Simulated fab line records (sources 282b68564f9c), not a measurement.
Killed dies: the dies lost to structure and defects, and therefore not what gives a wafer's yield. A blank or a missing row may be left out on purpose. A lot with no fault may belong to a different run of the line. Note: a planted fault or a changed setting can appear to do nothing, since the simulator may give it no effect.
The tool behind it: which one? | flow rit_cmos | 15 lots, 45 wafers sampled, at 3 steps of a route of 202

## WHAT EACH GAUGE READ, for each wafer
RIT_PSD_TW_MEAS_10. Usual: PSD_TW gives 3434 (standard deviation 23).
lot  | measured    | on            | PSD_TW         | flag
L450 | day 3 04:37 | film_metro-02 | 3460 3467 3466 |
L452 | day 3 12:38 | film_metro-04 | 3445 3437 3434 |
L453 | day 3 16:54 | film_metro-02 | 3470 3459 3469 |
L458 | day 4 21:11 | film_metro-04 | 3414 3418 3411 |
L459 | day 5 03:23 | film_metro-02 | 3443 3440 3446 |
L460 | day 5 05:17 | film_metro-01 | 3406 3423 3412 |
L461 | day 5 12:27 | film_metro-02 | 3458 3449 3452 |
L462 | day 5 19:40 | film_metro-02 | 3445 3450 3442 |
L463 | day 5 21:35 | film_metro-02 | 3456 3454 3458 |
L465 | day 6 06:07 | film_metro-02 | 3468 3466 3450 |
L466 | day 6 11:23 | film_metro-01 | 3001 2996 2993 | OFF
L467 | day 6 15:46 | film_metro-01 | 2996 2971 2978 | OFF
L468 | day 7 01:19 | film_metro-04 | 2990 2973 2970 | OFF
L469 | day 7 09:10 | film_metro-01 | 3404 3406 3398 |
L473 | day 8 12:43 | film_metro-01 | 3415 3405 3427 |

RIT_SDANNEAL_RS_MEAS_04: uses a four-point probe to measure. Usual: PSD_RS gives 115.93 ohm/sq (standard deviation 0.26).
lot  | measured    | on            | PSD_RS (ohm/sq)      | flag
L450 | day 3 05:07 | film_metro-04 | 115.71 115.46 115.77 |
L452 | day 3 13:07 | film_metro-02 | 115.54 115.97 115.33 |
L453 | day 3 17:25 | film_metro-02 | 115.97 115.83 116.00 |
L458 | day 4 21:41 | film_metro-04 | 115.96 115.70 116.18 |
L459 | day 5 03:52 | film_metro-02 | 115.58 116.07 115.77 |
L460 | day 5 05:46 | film_metro-02 | 116.18 116.56 116.42 |
L461 | day 5 12:57 | film_metro-02 | 115.50 115.71 115.85 |
L462 | day 5 20:10 | film_metro-01 | 115.97 116.21 116.29 |
L463 | day 5 22:07 | film_metro-04 | 115.75 116.30 115.74 |
L465 | day 6 06:37 | film_metro-04 | 115.93 116.11 115.94 |
L466 | day 6 11:53 | film_metro-02 | 130.71 130.96 131.19 | OFF
L467 | day 6 16:16 | film_metro-02 | 131.04 130.61 130.57 | OFF
L468 | day 7 01:51 | film_metro-01 | 130.99 130.84 131.33 | OFF
L469 | day 7 09:41 | film_metro-01 | 116.40 115.86 116.26 |
L473 | day 8 13:12 | film_metro-04 | 115.93 115.96 116.39 |

## WHICH TOOL RAN EACH LOT (tool, then ch and the chambers of the sampled wafers, then the start)
lot  | RIT_PSD_IMPLANT_08
L450 | implanter-01 ch 0, day 3 04:17
L452 | implanter-04 ch 0, day 3 12:18
L453 | implanter-01 ch 0, day 3 16:35
L458 | implanter-02 ch 0, day 4 20:53
L459 | implanter-04 ch 0, day 5 03:04
L460 | implanter-02 ch 0, day 5 04:58
L461 | implanter-04 ch 0, day 5 12:07
L462 | implanter-04 ch 0, day 5 19:20
L463 | implanter-02 ch 0, day 5 21:16
L465 | implanter-04 ch 0, day 6 05:48
L466 | implanter-04 ch 0, day 6 11:04
L467 | implanter-04 ch 0, day 6 15:26
L468 | implanter-04 ch 0, day 7 01:01
L469 | implanter-01 ch 0, day 7 08:51
L473 | implanter-01 ch 0, day 8 12:23
- RIT_PSD_IMPLANT_08

## WHAT THE TOOLS THEMSELVES READ (means of the sampled wafers that have a number; where no wafer has one, the mark that the record gives instead)
RIT_PSD_IMPLANT_08. Usual: beam_on_s 11.3 s, standard deviation 1.4; dose_ions_cm2 4.999e+15, standard deviation 5.4e+12; end_station_pressure_torr 1.61e-05 Torr, standard deviation 1.8e-06; faraday_current_uA 13695, standard deviation 1500.
lot  | tool         | beam_on_s (s) | dose_ions_cm2 | end_station_pressure_torr (Torr) | faraday_current_uA | flag
L450 | implanter-01 | 11.3          | 5.000e+15     | 1.54e-05                         | 13562              |
L452 | implanter-04 | 10.0          | 4.991e+15     | 1.74e-05                         | 15140              |
L453 | implanter-01 | 11.4          | 5.000e+15     | 1.60e-05                         | 13418              |
L458 | implanter-02 | 13.4          | 4.999e+15     | 1.31e-05                         | 11425              |
L459 | implanter-04 | 10.0          | 5.004e+15     | 1.71e-05                         | 15155              |
L460 | implanter-02 | 13.4          | 5.002e+15     | 1.43e-05                         | 11428              |
L461 | implanter-04 | 10.0          | 4.999e+15     | 1.72e-05                         | 15164              |
L462 | implanter-04 | 10.0          | 4.996e+15     | 1.72e-05                         | 15226              |
L463 | implanter-02 | 13.6          | 5.003e+15     | 1.33e-05                         | 11337              |
L465 | implanter-04 | 9.9           | 5.001e+15     | 1.88e-05                         | 15280              |
L466 | implanter-04 | 10.0          | 1.794e+15     | 9.63e-06                         | 5609               | OFF
L467 | implanter-04 | 9.9           | 1.798e+15     | 9.83e-06                         | 5655               | OFF
L468 | implanter-04 | 9.8           | 1.802e+15     | 9.63e-06                         | 5704               | OFF
L469 | implanter-01 | 11.2          | 5.002e+15     | 1.60e-05                         | 13648              |
L473 | implanter-01 | 11.2          | 5.005e+15     | 1.59e-05                         | 13746              |

## THE ANSWER, worked out from the rows above alone
Rule: lot off if the mean of its wafers having a number is beyond 3 standard deviations from the usual mean. Also off: a lot with no number at a reading for which 4 or more lots have one. Any other lot the step has rows for is counted as sound. The gauges are gone through in route order, then the tools' own readings, and for those a lot's mean is taken as printed above. The first step at which some lot is off is used, and at that step the reading that is off furthest; a lot without a number counts as furthest.
Off: L466, L467, L468, at RIT_PSD_TW_MEAS_10 (PSD_TW).
If a tool, at a process step before that reading, ran all the lots that are off and no sound lot after the first of them, it fits. Not tried: the gauges at RIT_PSD_TW_MEAS_10; whatever is off there is also off at RIT_PSD_IMPLANT_08, on other tools, and gauge error can't account for it. One candidate fits, namely implanter-04 at RIT_PSD_IMPLANT_08. A fault onset in the window from L465 (day 6 05:48, its last sound lot) to L466 (day 6 11:04, its first lot off) fits.
The tool's own readings at RIT_PSD_IMPLANT_08 bear it out: on the lots that are off they differ by more than 5 times the standard deviation of the sound lots' means. dose_ions_cm2 reads 1.798e+15 there against 5.000e+15 on the sound lots; faraday_current_uA reads 5656 there against 13711 on the sound lots.

## WHAT THE SIMULATOR PUT IN
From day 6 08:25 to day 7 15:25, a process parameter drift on implanter-04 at RIT_PSD_IMPLANT_08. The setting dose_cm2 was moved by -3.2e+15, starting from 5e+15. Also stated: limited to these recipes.
Shown lots that were struck: L466, L467, L468. The rule given above showed the same thing.
